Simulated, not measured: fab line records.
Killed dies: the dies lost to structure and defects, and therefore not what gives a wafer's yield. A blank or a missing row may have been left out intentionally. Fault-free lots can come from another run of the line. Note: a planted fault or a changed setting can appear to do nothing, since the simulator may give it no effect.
Split-lot trial + flow rit-cmos + 5 lots, 23 wafers read, on a route of 202 steps

## ON THE SPLIT
At RIT_NRETRO_COAT_01 (resist thk 1300 nm), the setting resist-thk-nm was moved away from the recipe's 1300 nm on 10 of the 23 wafers read, by -4.0% to +5.9%. This setting was run at the recipe's value on the other wafers.

Reading taken at the split's own step.

## THE READING
NOVOLAK_of_NRETRO_COAT_01.thk-nm (the simulator's own value, which no gauge read), in nm, at RIT_NRETRO_COAT_01 (resist thk 1300 nm). No usual value for it is given in the file. Average 1300 nm, standard deviation 3.2 nm, over the 13 wafers here run with the recipe.

| wafer  | tool, chamber at the split | resist-thk-nm as run, nm | against the recipe | NOVOLAK_of_NRETRO_COAT_01.thk-nm, nm | against lot-mates on the recipe |
|--------|----------------------------|--------------------------|--------------------|--------------------------------------|---------------------------------|
| L077.1 | litho-track-02, 0          | 1300                     | recipe             | 1296                                 | -                               |
| L077.2 | litho-track-02, 0          | 1267                     | -2.5%              | 1263                                 | -36                             |
| L077.3 | litho-track-02, 0          | 1267                     | -2.5%              | 1268                                 | -31                             |
| L077.5 | litho-track-02, 0          | 1300                     | recipe             | 1302                                 | -                               |
| L077.6 | litho-track-02, 0          | 1267                     | -2.5%              | 1269                                 | -30                             |
| L079.1 | litho-track-03, 0          | 1248                     | -4.0%              | 1253                                 | -50                             |
| L079.4 | litho-track-03, 0          | 1248                     | -4.0%              | 1253                                 | -50                             |
| L079.2 | litho-track-03, 0          | 1300                     | recipe             | 1304                                 | -                               |
| L079.3 | litho-track-03, 0          | 1248                     | -4.0%              | 1248                                 | -56                             |
| L079.5 | litho-track-03, 0          | 1300                     | recipe             | 1303                                 | -                               |
| L080.1 | litho-track-04, 0          | 1300                     | recipe             | 1297                                 | -                               |
| L080.2 | litho-track-04, 0          | 1300                     | recipe             | 1296                                 | -                               |
| L080.3 | litho-track-04, 0          | 1300                     | recipe             | 1295                                 | -                               |
| L080.5 | litho-track-04, 0          | 1377                     | +5.9%              | 1374                                 | +78                             |
| L080.6 | litho-track-04, 0          | 1377                     | +5.9%              | 1373                                 | +77                             |
| L081.1 | litho-track-04, 0          | 1355                     | +4.2%              | 1362                                 | +60                             |
| L081.2 | litho-track-04, 0          | 1300                     | recipe             | 1304                                 | -                               |
| L081.6 | litho-track-04, 0          | 1300                     | recipe             | 1304                                 | -                               |
| L081.3 | litho-track-04, 0          | 1300                     | recipe             | 1299                                 | -                               |
| L081.5 | litho-track-04, 0          | 1355                     | +4.2%              | 1361                                 | +59                             |
| L082.1 | litho-track-04, 0          | 1300                     | recipe             | 1298                                 | -                               |
| L082.4 | litho-track-04, 0          | 1300                     | recipe             | 1301                                 | -                               |
| L082.5 | litho-track-04, 0          | 1300                     | recipe             | 1299                                 | -                               |

FIT RESULTS
A straight line over all 23 wafers: NOVOLAK_of_NRETRO_COAT_01.thk-nm changes by +12.9 nm for each +1% of resist-thk-nm; r = +0.99; the points scatter about the line by 3.8 nm.
The same after taking each lot's own level away (the mean of its wafers on the recipe; 23 wafers): +13.2 nm for each +1%; r = +1.00; scatter 2.2 nm.
The reading moves by 78 nm for the largest change in resist-thk-nm, on that fit.
From 1296.0 to 1303.5 nm: that is the span of the lots' own levels, equal to 2.3 times the standard deviation above.
Hence the lot-to-lot level has little effect on the slope; both slopes agree.
Check: +79 nm against its lot-mates is what the line predicts for one of the wafers moved furthest among these (+5.9%) when that wafer is left out of the fit. It came out at +78 nm against them.

## FURTHER SPLITS ON THESE WAFERS
These wafers also went through other splits before the reading. Each is held against what the fit with the lots' levels taken away leaves over:
| other split on the same wafers      | wafers away from the commonest value | r with NOVOLAK_of_NRETRO_COAT_01.thk-nm (lot level and that fit taken away) |
|-------------------------------------|--------------------------------------|-----------------------------------------------------------------------------|
| RIT_ACTIVE_CVD_03 sih2cl2-flow-sccm | 15                                   | -0.09                                                                       |
| RIT_FOX2_OXIDATION_00 ox-time-s     | 18                                   | +0.17                                                                       |
| RIT_NWELL_IMPLANT_08 energy-kev     | 10                                   | +0.16                                                                       |
| RIT_PWELL_IMPLANT_08 dose-cm2       | 9                                    | +0.16                                                                       |

## FILE'S OWN FIT
NOVOLAK_of_NRETRO_COAT_01.thk-nm changes by +13.3 nm for each +1% of resist-thk-nm, r = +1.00.
